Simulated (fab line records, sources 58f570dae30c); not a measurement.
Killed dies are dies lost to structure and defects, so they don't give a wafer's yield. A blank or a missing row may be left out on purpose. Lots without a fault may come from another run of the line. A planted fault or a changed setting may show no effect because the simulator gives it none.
Tool commonality check | flow berkeley_cmos170 | 14 lots, 42 wafers sampled

WHY IT WAS OPENED
At UCB170_PWELL_THK_MEAS_06 the reading PWELL_NITRIDE_THK is flagged on 2 of 14 lots. Wafers without a fault read 220.7 nm, standard deviation 1.6.
Rule: a lot is flagged when every wafer of it that has a number lies more than 4 standard deviations from that mean, or none has a number. The other lots count as sound.

lot  | measured    | on            | PWELL_NITRIDE_THK (nm), wafer by wafer | flag
L674 | day 3 11:25 | film_metro-03 | 221.4 221.7 220.0                      |
L675 | day 3 22:21 | film_metro-04 | 222.2 221.4 220.3                      |
L676 | day 3 22:22 | film_metro-03 | 222.8 220.6 221.5                      |
L677 | day 4 06:45 | film_metro-02 | 220.1 217.4 217.2                      |
L678 | day 4 06:46 | film_metro-04 | 219.4 220.4 221.3                      |
L680 | day 4 18:52 | film_metro-04 | 220.1 220.4 220.9                      |
L682 | day 5 06:26 | film_metro-02 | 217.5 218.1 217.8                      |
L683 | day 5 06:28 | film_metro-04 | 221.0 219.9 220.2                      |
L686 | day 5 23:47 | film_metro-04 | 413.2 412.2 413.4                      | FLAGGED
L687 | day 5 23:47 | film_metro-02 | 415.1 416.1 414.3                      | FLAGGED
L694 | day 7 18:27 | film_metro-02 | 221.9 220.0 219.3                      |
L696 | day 7 23:12 | film_metro-03 | 224.3 223.3 223.2                      |
L695 | day 7 23:13 | film_metro-02 | 219.0 219.4 220.1                      |
L697 | day 8 13:34 | film_metro-03 | 218.0 219.5 219.6                      |
The numbers of the flagged lots are 414.1 nm on average: +193.4 nm against the usual, or +99 or more standard deviations.

WHICH TOOL RAN EACH LOT
The record holds 1 process step before the reading, out of a route of 331 steps. In each cell: the tool, then ch and the chambers that the sampled wafers went through, then the start.
lot  | flag    | UCB170_PWELL_CVD_05
L674 |         | lpcvd-02 ch 1, day 3 09:31
L675 |         | lpcvd-02 ch 0, day 3 20:26
L676 |         | lpcvd-02 ch 1, day 3 20:26
L677 |         | lpcvd-01 ch 0, day 4 04:50
L678 |         | lpcvd-01 ch 1, day 4 04:50
L680 |         | lpcvd-02 ch 0, day 4 16:57
L682 |         | lpcvd-01 ch 0, day 5 04:32
L683 |         | lpcvd-01 ch 0, day 5 04:32
L686 | FLAGGED | lpcvd-01 ch 0, day 5 21:52
L687 | FLAGGED | lpcvd-01 ch 1, day 5 21:52
L694 |         | lpcvd-02 ch 0, day 7 16:32
L696 |         | lpcvd-02 ch 0, day 7 21:17
L695 |         | lpcvd-02 ch 1, day 7 21:17
L697 |         | lpcvd-02 ch 1, day 8 10:41
What these steps do:
- UCB170_PWELL_CVD_05: deposits Si3N4 from SiH2Cl2/NH3, target thk 220 nm, time 3300 s.
- UCB170_PWELL_THK_MEAS_06

FLAGGED OVER TOTAL, TOOL BY TOOL (the gauges that took the reading come last)
step                     | tool          | lots run | flagged | share of the flagged lots | sound lots run after its first flagged lot
UCB170_PWELL_CVD_05      | lpcvd-01      | 6        | 2       | all                       | 0
UCB170_PWELL_CVD_05      | lpcvd-02      | 8        | 0       | none                      | -
UCB170_PWELL_THK_MEAS_06 | film_metro-02 | 5        | 1       | some                      | 2 (L694,L695)
UCB170_PWELL_THK_MEAS_06 | film_metro-03 | 4        | 0       | none                      | -
UCB170_PWELL_THK_MEAS_06 | film_metro-04 | 5        | 1       | some                      | 0

WHAT THE TABLE ALLOWS
1 row of the table ran every flagged lot: lpcvd-01 at UCB170_PWELL_CVD_05.
- lpcvd-01 at UCB170_PWELL_CVD_05: 2 of its 6 lots flagged. Its last sound lot is L682 (day 5 04:32), its first flagged lot L686 (day 5 21:52): a fault that began between those two fits.
One tool is left: lpcvd-01 at UCB170_PWELL_CVD_05.

WHAT THE SIMULATOR HAD PUT IN
Process parameter drift: lpcvd-01, from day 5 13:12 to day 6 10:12, at UCB170_PWELL_CVD_05. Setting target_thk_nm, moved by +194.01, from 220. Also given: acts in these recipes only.
Lots struck among those shown: L686, L687. The rule above found the same.
